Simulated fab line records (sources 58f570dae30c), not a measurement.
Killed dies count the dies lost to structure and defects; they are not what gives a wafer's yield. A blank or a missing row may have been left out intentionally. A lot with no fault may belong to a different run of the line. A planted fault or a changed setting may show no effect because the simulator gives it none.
Which tool was responsible? || flow berkeley_cmos170 || 14 lots, 42 wafers sampled, at 5 steps of a route of 331

WHAT THE GAUGES READ, wafer by wafer
UCB170_CONTACT_CD_MEAS_90 targets a cd of 700 nm. Usual: cd_nm 700.1 nm, standard deviation 1.2.
{"lot": "L315", "measured": "day 7 08:47", "on": "cd_sem-02", "cd_nm (nm)": "700.3 698.3 698.4", "flag": ""}
{"lot": "L318", "measured": "day 7 21:34", "on": "cd_sem-01", "cd_nm (nm)": "699.6 699.7 699.3", "flag": ""}
{"lot": "L317", "measured": "day 7 21:47", "on": "cd_sem-01", "cd_nm (nm)": "701.2 701.3 700.2", "flag": ""}
{"lot": "L316", "measured": "day 7 23:42", "on": "cd_sem-02", "cd_nm (nm)": "698.7 699.1 699.5", "flag": ""}
{"lot": "L319", "measured": "day 8 04:22", "on": "cd_sem-02", "cd_nm (nm)": "701.1 702.7 699.7", "flag": ""}
{"lot": "L320", "measured": "day 8 04:50", "on": "cd_sem-01", "cd_nm (nm)": "700.3 699.9 699.9", "flag": ""}
{"lot": "L326", "measured": "day 9 07:37", "on": "cd_sem-02", "cd_nm (nm)": "700.7 699.6 699.6", "flag": ""}
{"lot": "L327", "measured": "day 9 16:34", "on": "cd_sem-01", "cd_nm (nm)": "701.8 699.8 700.0", "flag": ""}
{"lot": "L330", "measured": "day 10 14:59", "on": "cd_sem-01", "cd_nm (nm)": "701.9 700.9 700.2", "flag": ""}
{"lot": "L334", "measured": "day 10 22:55", "on": "cd_sem-01", "cd_nm (nm)": "700.5 700.3 699.1", "flag": ""}
{"lot": "L332", "measured": "day 10 23:00", "on": "cd_sem-02", "cd_nm (nm)": "698.9 696.9 698.9", "flag": ""}
{"lot": "L335", "measured": "day 11 12:52", "on": "cd_sem-02", "cd_nm (nm)": "697.8 698.4 697.8", "flag": ""}
{"lot": "L337", "measured": "day 11 21:40", "on": "cd_sem-02", "cd_nm (nm)": "701.7 701.7 701.2", "flag": ""}
{"lot": "L338", "measured": "day 12 03:29", "on": "cd_sem-01", "cd_nm (nm)": "700.9 700.0 700.4", "flag": ""}

UCB170_M2_CD_MEAS_15 targets a cd of 700 nm. Usual: cd_nm 700.2 nm, standard deviation 1.4.
{"lot": "L315", "measured": "day 7 19:27", "on": "cd_sem-01", "cd_nm (nm)": "700.9 700.3 699.8", "flag": ""}
{"lot": "L318", "measured": "day 8 07:35", "on": "cd_sem-01", "cd_nm (nm)": "700.3 699.5 701.5", "flag": ""}
{"lot": "L317", "measured": "day 8 07:47", "on": "cd_sem-02", "cd_nm (nm)": "701.3 700.8 701.0", "flag": ""}
{"lot": "L316", "measured": "day 8 11:26", "on": "cd_sem-01", "cd_nm (nm)": "698.9 697.0 700.5", "flag": ""}
{"lot": "L319", "measured": "day 8 17:05", "on": "cd_sem-01", "cd_nm (nm)": "701.2 701.1 700.4", "flag": ""}
{"lot": "L320", "measured": "day 8 17:41", "on": "cd_sem-02", "cd_nm (nm)": "700.5 702.0 700.8", "flag": ""}
{"lot": "L326", "measured": "day 9 19:38", "on": "cd_sem-01", "cd_nm (nm)": "702.0 702.2 702.6", "flag": ""}
{"lot": "L327", "measured": "day 10 07:38", "on": "cd_sem-01", "cd_nm (nm)": "701.6 701.0 700.2", "flag": ""}
{"lot": "L330", "measured": "day 11 01:51", "on": "cd_sem-02", "cd_nm (nm)": "700.2 699.6 699.8", "flag": ""}
{"lot": "L334", "measured": "day 11 09:18", "on": "cd_sem-01", "cd_nm (nm)": "701.2 701.4 701.1", "flag": ""}
{"lot": "L332", "measured": "day 11 09:31", "on": "cd_sem-02", "cd_nm (nm)": "700.7 700.6 700.7", "flag": ""}
{"lot": "L335", "measured": "day 12 00:27", "on": "cd_sem-02", "cd_nm (nm)": "698.4 698.6 699.1", "flag": ""}
{"lot": "L337", "measured": "day 12 08:49", "on": "cd_sem-01", "cd_nm (nm)": "699.1 699.6 699.2", "flag": ""}
{"lot": "L338", "measured": "day 12 17:18", "on": "cd_sem-02", "cd_nm (nm)": "697.0 696.5 697.5", "flag": ""}

WHAT TOOL EACH LOT RAN ON (gives the tool, then ch and the chambers of the sampled wafers, and finally the start)
{"lot": "L315", "UCB170_V1_ETCH_14": "rie_diel-03 ch 0,2, day 7 16:26", "UCB170_V1_STRIP_15": "plasma_asher-04 ch 0,1, day 7 16:37", "UCB170_M2_STRIP_07": "plasma_asher-01 ch 0,1, day 7 17:37"}
{"lot": "L318", "UCB170_V1_ETCH_14": "rie_diel-01 ch 0,3, day 8 05:01", "UCB170_V1_STRIP_15": "plasma_asher-01 ch 0,1, day 8 05:14", "UCB170_M2_STRIP_07": "plasma_asher-01 ch 0,1, day 8 06:14"}
{"lot": "L317", "UCB170_V1_ETCH_14": "rie_diel-03 ch 0,1, day 8 05:16", "UCB170_V1_STRIP_15": "plasma_asher-03 ch 0, day 8 05:26", "UCB170_M2_STRIP_07": "plasma_asher-02 ch 0, day 8 06:26"}
{"lot": "L316", "UCB170_V1_ETCH_14": "rie_diel-03 ch 2,3, day 8 08:04", "UCB170_V1_STRIP_15": "plasma_asher-03 ch 0,1, day 8 08:16", "UCB170_M2_STRIP_07": "plasma_asher-04 ch 0,1, day 8 09:16"}
{"lot": "L319", "UCB170_V1_ETCH_14": "rie_diel-01 ch 1,2, day 8 14:22", "UCB170_V1_STRIP_15": "plasma_asher-04 ch 0,1, day 8 14:35", "UCB170_M2_STRIP_07": "plasma_asher-01 ch 0,1, day 8 15:37"}
{"lot": "L320", "UCB170_V1_ETCH_14": "rie_diel-02 ch 0,3, day 8 14:25", "UCB170_V1_STRIP_15": "plasma_asher-03 ch 0,1, day 8 14:35", "UCB170_M2_STRIP_07": "plasma_asher-04 ch 0,1, day 8 15:49"}
{"lot": "L326", "UCB170_V1_ETCH_14": "rie_diel-01 ch 2,3, day 9 17:08", "UCB170_V1_STRIP_15": "plasma_asher-04 ch 0,1, day 9 17:21", "UCB170_M2_STRIP_07": "plasma_asher-04 ch 0,1, day 9 18:21"}
{"lot": "L327", "UCB170_V1_ETCH_14": "rie_diel-01 ch 0,3, day 10 04:25", "UCB170_V1_STRIP_15": "plasma_asher-04 ch 0,1, day 10 04:38", "UCB170_M2_STRIP_07": "plasma_asher-01 ch 0,1, day 10 05:58"}
{"lot": "L330", "UCB170_V1_ETCH_14": "rie_diel-01 ch 0,1,2, day 10 22:58", "UCB170_V1_STRIP_15": "plasma_asher-03 ch 0,1, day 10 23:11", "UCB170_M2_STRIP_07": "plasma_asher-02 ch 0,1, day 11 00:31"}
{"lot": "L334", "UCB170_V1_ETCH_14": "rie_diel-03 ch 0,1,3, day 11 06:16", "UCB170_V1_STRIP_15": "plasma_asher-01 ch 0,1, day 11 06:26", "UCB170_M2_STRIP_07": "plasma_asher-01 ch 0,1, day 11 07:43"}
{"lot": "L332", "UCB170_V1_ETCH_14": "rie_diel-02 ch 0,1,2, day 11 06:32", "UCB170_V1_STRIP_15": "plasma_asher-01 ch 0,1, day 11 06:45", "UCB170_M2_STRIP_07": "plasma_asher-02 ch 0,1, day 11 08:02"}
{"lot": "L335", "UCB170_V1_ETCH_14": "rie_diel-02 ch 0,1,2, day 11 22:11", "UCB170_V1_STRIP_15": "plasma_asher-03 ch 0,1, day 11 22:19", "UCB170_M2_STRIP_07": "plasma_asher-01 ch 0,1, day 11 23:19"}
{"lot": "L337", "UCB170_V1_ETCH_14": "rie_diel-02 ch 0,2,3, day 12 06:20", "UCB170_V1_STRIP_15": "plasma_asher-04 ch 0,1, day 12 06:31", "UCB170_M2_STRIP_07": "plasma_asher-01 ch 0,1, day 12 07:31"}
{"lot": "L338", "UCB170_V1_ETCH_14": "rie_diel-02 ch 0,1,2, day 12 14:53", "UCB170_V1_STRIP_15": "plasma_asher-01 ch 0,1, day 12 15:04", "UCB170_M2_STRIP_07": "plasma_asher-01 ch 0,1, day 12 16:07"}
- UCB170_V1_ETCH_14: etches SiO2 in CHF3/CF4/Ar, stops on Al, target depth 1250 nm, time 291 s.
- UCB170_V1_STRIP_15: strips in O2.
- UCB170_M2_STRIP_07: strips in O2.

WHAT THE TOOLS THEMSELVES READ (means of the sampled wafers that have a number; where no wafer has one, the mark that the record gives instead)
UCB170_V1_ETCH_14. Usual: drypump_motor_current_A 5.5 A, standard deviation 0.41; oes_product_au 0.875 a.u., standard deviation 0.015; run_length_s 319.4 s, standard deviation 0.44; throttle_valve_pct 6.93 %, standard deviation 0.1.
{"lot": "L315", "tool": "rie_diel-03", "drypump_motor_current_A (A)": 5.5, "oes_product_au (a.u.)": 0.884, "run_length_s (s)": 318.8, "throttle_valve_pct (%)": 6.92, "flag": ""}
{"lot": "L318", "tool": "rie_diel-01", "drypump_motor_current_A (A)": 5.5, "oes_product_au (a.u.)": 0.874, "run_length_s (s)": 319.4, "throttle_valve_pct (%)": 7.01, "flag": ""}
{"lot": "L317", "tool": "rie_diel-03", "drypump_motor_current_A (A)": 5.8, "oes_product_au (a.u.)": 0.871, "run_length_s (s)": 318.9, "throttle_valve_pct (%)": 6.94, "flag": ""}
{"lot": "L316", "tool": "rie_diel-03", "drypump_motor_current_A (A)": 5.2, "oes_product_au (a.u.)": 0.879, "run_length_s (s)": 319.0, "throttle_valve_pct (%)": 6.95, "flag": ""}
{"lot": "L319", "tool": "rie_diel-01", "drypump_motor_current_A (A)": 5.7, "oes_product_au (a.u.)": 0.869, "run_length_s (s)": 319.5, "throttle_valve_pct (%)": 6.94, "flag": ""}
{"lot": "L320", "tool": "rie_diel-02", "drypump_motor_current_A (A)": 5.4, "oes_product_au (a.u.)": 0.876, "run_length_s (s)": 319.7, "throttle_valve_pct (%)": 6.91, "flag": ""}
{"lot": "L326", "tool": "rie_diel-01", "drypump_motor_current_A (A)": 4.9, "oes_product_au (a.u.)": 0.870, "run_length_s (s)": 319.5, "throttle_valve_pct (%)": 6.95, "flag": ""}
{"lot": "L327", "tool": "rie_diel-01", "drypump_motor_current_A (A)": 5.5, "oes_product_au (a.u.)": 0.997, "run_length_s (s)": 267.3, "throttle_valve_pct (%)": 7.02, "flag": "OFF"}
{"lot": "L330", "tool": "rie_diel-01", "drypump_motor_current_A (A)": 5.6, "oes_product_au (a.u.)": 1.006, "run_length_s (s)": 267.5, "throttle_valve_pct (%)": 6.99, "flag": "OFF"}
{"lot": "L334", "tool": "rie_diel-03", "drypump_motor_current_A (A)": 5.6, "oes_product_au (a.u.)": 0.880, "run_length_s (s)": 319.1, "throttle_valve_pct (%)": 7.02, "flag": ""}
{"lot": "L332", "tool": "rie_diel-02", "drypump_motor_current_A (A)": 5.7, "oes_product_au (a.u.)": 0.875, "run_length_s (s)": 319.5, "throttle_valve_pct (%)": 6.83, "flag": ""}
{"lot": "L335", "tool": "rie_diel-02", "drypump_motor_current_A (A)": 5.7, "oes_product_au (a.u.)": 0.875, "run_length_s (s)": 319.4, "throttle_valve_pct (%)": 6.82, "flag": ""}
{"lot": "L337", "tool": "rie_diel-02", "drypump_motor_current_A (A)": 5.6, "oes_product_au (a.u.)": 0.882, "run_length_s (s)": 319.7, "throttle_valve_pct (%)": 6.93, "flag": ""}
{"lot": "L338", "tool": "rie_diel-02", "drypump_motor_current_A (A)": 5.6, "oes_product_au (a.u.)": 0.871, "run_length_s (s)": 319.3, "throttle_valve_pct (%)": 6.83, "flag": ""}

UCB170_V1_STRIP_15. Usual: drypump_motor_current_A 5.59 A, standard deviation 0.26; oes_product_au 0.722 a.u., standard deviation 0.0044; strip_time_to_endpoint_s 15.36 s, standard deviation 0.11.
{"lot": "L315", "tool": "plasma_asher-04", "drypump_motor_current_A (A)": 5.50, "oes_product_au (a.u.)": 0.720, "strip_time_to_endpoint_s (s)": 15.33, "flag": ""}
{"lot": "L318", "tool": "plasma_asher-01", "drypump_motor_current_A (A)": 5.50, "oes_product_au (a.u.)": 0.719, "strip_time_to_endpoint_s (s)": 15.47, "flag": ""}
{"lot": "L317", "tool": "plasma_asher-03", "drypump_motor_current_A (A)": 5.68, "oes_product_au (a.u.)": 0.719, "strip_time_to_endpoint_s (s)": 15.29, "flag": ""}
{"lot": "L316", "tool": "plasma_asher-03", "drypump_motor_current_A (A)": 5.85, "oes_product_au (a.u.)": 0.723, "strip_time_to_endpoint_s (s)": 15.41, "flag": ""}
{"lot": "L319", "tool": "plasma_asher-04", "drypump_motor_current_A (A)": 5.43, "oes_product_au (a.u.)": 0.723, "strip_time_to_endpoint_s (s)": 15.32, "flag": ""}
{"lot": "L320", "tool": "plasma_asher-03", "drypump_motor_current_A (A)": 5.86, "oes_product_au (a.u.)": 0.722, "strip_time_to_endpoint_s (s)": 15.16, "flag": ""}
{"lot": "L326", "tool": "plasma_asher-04", "drypump_motor_current_A (A)": 5.42, "oes_product_au (a.u.)": 0.724, "strip_time_to_endpoint_s (s)": 15.42, "flag": ""}
{"lot": "L327", "tool": "plasma_asher-04", "drypump_motor_current_A (A)": 5.41, "oes_product_au (a.u.)": 0.722, "strip_time_to_endpoint_s (s)": 16.56, "flag": "OFF"}
{"lot": "L330", "tool": "plasma_asher-03", "drypump_motor_current_A (A)": 6.02, "oes_product_au (a.u.)": 0.723, "strip_time_to_endpoint_s (s)": 16.56, "flag": "OFF"}
{"lot": "L334", "tool": "plasma_asher-01", "drypump_motor_current_A (A)": 5.51, "oes_product_au (a.u.)": 0.722, "strip_time_to_endpoint_s (s)": 15.23, "flag": ""}
{"lot": "L332", "tool": "plasma_asher-01", "drypump_motor_current_A (A)": 5.49, "oes_product_au (a.u.)": 0.724, "strip_time_to_endpoint_s (s)": 15.31, "flag": ""}
{"lot": "L335", "tool": "plasma_asher-03", "drypump_motor_current_A (A)": 6.04, "oes_product_au (a.u.)": 0.731, "strip_time_to_endpoint_s (s)": 15.22, "flag": ""}
{"lot": "L337", "tool": "plasma_asher-04", "drypump_motor_current_A (A)": 5.44, "oes_product_au (a.u.)": 0.725, "strip_time_to_endpoint_s (s)": 15.37, "flag": ""}
{"lot": "L338", "tool": "plasma_asher-01", "drypump_motor_current_A (A)": 5.45, "oes_product_au (a.u.)": 0.720, "strip_time_to_endpoint_s (s)": 15.37, "flag": ""}

UCB170_M2_STRIP_07. Usual: drypump_motor_current_A 5.48 A, standard deviation 0.092; oes_product_au 0.734 a.u., standard deviation 0.0054; strip_time_to_endpoint_s 22.00 s, standard deviation 0.056.
{"lot": "L315", "tool": "plasma_asher-01", "drypump_motor_current_A (A)": 5.49, "oes_product_au (a.u.)": 0.731, "strip_time_to_endpoint_s (s)": 21.93, "flag": ""}
{"lot": "L318", "tool": "plasma_asher-01", "drypump_motor_current_A (A)": 5.48, "oes_product_au (a.u.)": 0.735, "strip_time_to_endpoint_s (s)": 22.07, "flag": ""}
{"lot": "L317", "tool": "plasma_asher-02", "drypump_motor_current_A (A)": 5.61, "oes_product_au (a.u.)": 0.735, "strip_time_to_endpoint_s (s)": 21.91, "flag": ""}
{"lot": "L316", "tool": "plasma_asher-04", "drypump_motor_current_A (A)": 5.41, "oes_product_au (a.u.)": 0.731, "strip_time_to_endpoint_s (s)": 21.94, "flag": ""}
{"lot": "L319", "tool": "plasma_asher-01", "drypump_motor_current_A (A)": 5.49, "oes_product_au (a.u.)": 0.733, "strip_time_to_endpoint_s (s)": 21.99, "flag": ""}
{"lot": "L320", "tool": "plasma_asher-04", "drypump_motor_current_A (A)": 5.49, "oes_product_au (a.u.)": 0.739, "strip_time_to_endpoint_s (s)": 22.03, "flag": ""}
{"lot": "L326", "tool": "plasma_asher-04", "drypump_motor_current_A (A)": 5.42, "oes_product_au (a.u.)": 0.733, "strip_time_to_endpoint_s (s)": 22.08, "flag": ""}
{"lot": "L327", "tool": "plasma_asher-01", "drypump_motor_current_A (A)": 5.50, "oes_product_au (a.u.)": 0.740, "strip_time_to_endpoint_s (s)": 21.98, "flag": ""}
{"lot": "L330", "tool": "plasma_asher-02", "drypump_motor_current_A (A)": 5.51, "oes_product_au (a.u.)": 0.740, "strip_time_to_endpoint_s (s)": 21.94, "flag": ""}
{"lot": "L334", "tool": "plasma_asher-01", "drypump_motor_current_A (A)": 5.45, "oes_product_au (a.u.)": 0.733, "strip_time_to_endpoint_s (s)": 22.10, "flag": ""}
{"lot": "L332", "tool": "plasma_asher-02", "drypump_motor_current_A (A)": 5.52, "oes_product_au (a.u.)": 0.733, "strip_time_to_endpoint_s (s)": 22.04, "flag": ""}
{"lot": "L335", "tool": "plasma_asher-01", "drypump_motor_current_A (A)": 5.46, "oes_product_au (a.u.)": 0.729, "strip_time_to_endpoint_s (s)": 21.98, "flag": ""}
{"lot": "L337", "tool": "plasma_asher-01", "drypump_motor_current_A (A)": 5.50, "oes_product_au (a.u.)": 0.732, "strip_time_to_endpoint_s (s)": 21.95, "flag": ""}
{"lot": "L338", "tool": "plasma_asher-01", "drypump_motor_current_A (A)": 5.46, "oes_product_au (a.u.)": 0.735, "strip_time_to_endpoint_s (s)": 22.07, "flag": ""}

THE ANSWER, worked out from the rows above alone
Rule: a lot is off if the mean of its wafers that have a number lies more than 3 standard deviations from the usual mean. Also off: a lot with no number at a reading for which 4 or more lots have one. The other lots that the step has rows for count as sound. Order of review: gauges by route order, followed by the tools' own readings, for which a lot's mean as printed above is used. At the first step where some lot is off, the reading lying furthest off is the one used; lots without a number count as furthest.
Off at UCB170_V1_ETCH_14 (run_length_s): L327, L330.
If a tool, at that step or one of the process steps before it, ran each lot that is off and ran no sound lot following the first of them, it fits. One fits: rie_diel-01 at UCB170_V1_ETCH_14. A fault onset in the window from L326 (day 9 17:08, its last sound lot) to L327 (day 10 04:25, its first lot off) fits.
The tool's own readings at UCB170_V1_ETCH_14 bear it out: on the lots that are off they differ by more than 5 times the standard deviation of the sound lots' means. oes_product_au reads 1.002 a.u. there against 0.875 a.u. on the sound lots; run_length_s reads 267.4 s there against 319.3 s on the sound lots.

WHAT THE SIMULATOR HAD PUT IN
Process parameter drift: rie_diel-01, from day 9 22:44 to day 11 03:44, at UCB170_V1_ETCH_14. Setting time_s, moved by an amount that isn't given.
Lots struck among those shown: L327, L330. This agrees with what the rule above found.
